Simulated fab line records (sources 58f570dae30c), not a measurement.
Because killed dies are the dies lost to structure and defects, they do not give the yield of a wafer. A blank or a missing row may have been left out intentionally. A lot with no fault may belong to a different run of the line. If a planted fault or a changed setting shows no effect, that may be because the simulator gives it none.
The tool behind it: which one? :: flow berkeley cmos170 :: 7 lots (21 wafers sampled), 1 step of a 331-step route

== WHAT THE GAUGES SHOWED, per wafer ==
UCB170_START_THK_MEAS_03.
lot: L769
measured: day 2 11:21
on: film metro-02
START_OXIDE_THK (nm): 19.8 19.8 19.8

lot: L771
measured: day 2 23:47
on: film metro-03
START_OXIDE_THK (nm): 20.2 20.0 20.3

lot: L774
measured: day 3 13:34
on: film metro-03
START_OXIDE_THK (nm): 19.0 19.6 19.1

lot: L778
measured: day 4 10:25
on: film metro-03
START_OXIDE_THK (nm): 20.7 20.0 19.6

lot: L780
measured: day 4 18:24
on: film metro-04
START_OXIDE_THK (nm): 19.7 19.6 19.4

lot: L783
measured: day 5 09:56
on: film metro-02
START_OXIDE_THK (nm): 19.9 19.7 20.1

lot: L787
measured: day 6 05:23
on: film metro-02
START_OXIDE_THK (nm): 19.7 19.5 19.5

== TOOL THAT RAN EACH LOT (tool first, then ch and the chambers of the sampled wafers, then the start) ==
The record holds no process step before these readings.

== THE ANSWER, worked out from the rows above alone ==
Rule: the lots themselves supply what counts as usual. Put in order of their means at a reading, lots are off if they are a third of the lots or fewer, leave a main group of 4 or more, and stand apart from it by a gap of 3 or more times the standard deviation of the main group's means; of several such gaps the widest counts. A main group whose means are all the same, to the digits that the tables above print for the reading, isn't used. A lot without any number at a reading at which 4 lots or more have one is off too. Any other lot the step has rows for is counted as sound.
Across all readings shown, no lot is off: no conclusion can be drawn from this.

== WHAT HAD BEEN PUT IN BY THE SIMULATOR ==
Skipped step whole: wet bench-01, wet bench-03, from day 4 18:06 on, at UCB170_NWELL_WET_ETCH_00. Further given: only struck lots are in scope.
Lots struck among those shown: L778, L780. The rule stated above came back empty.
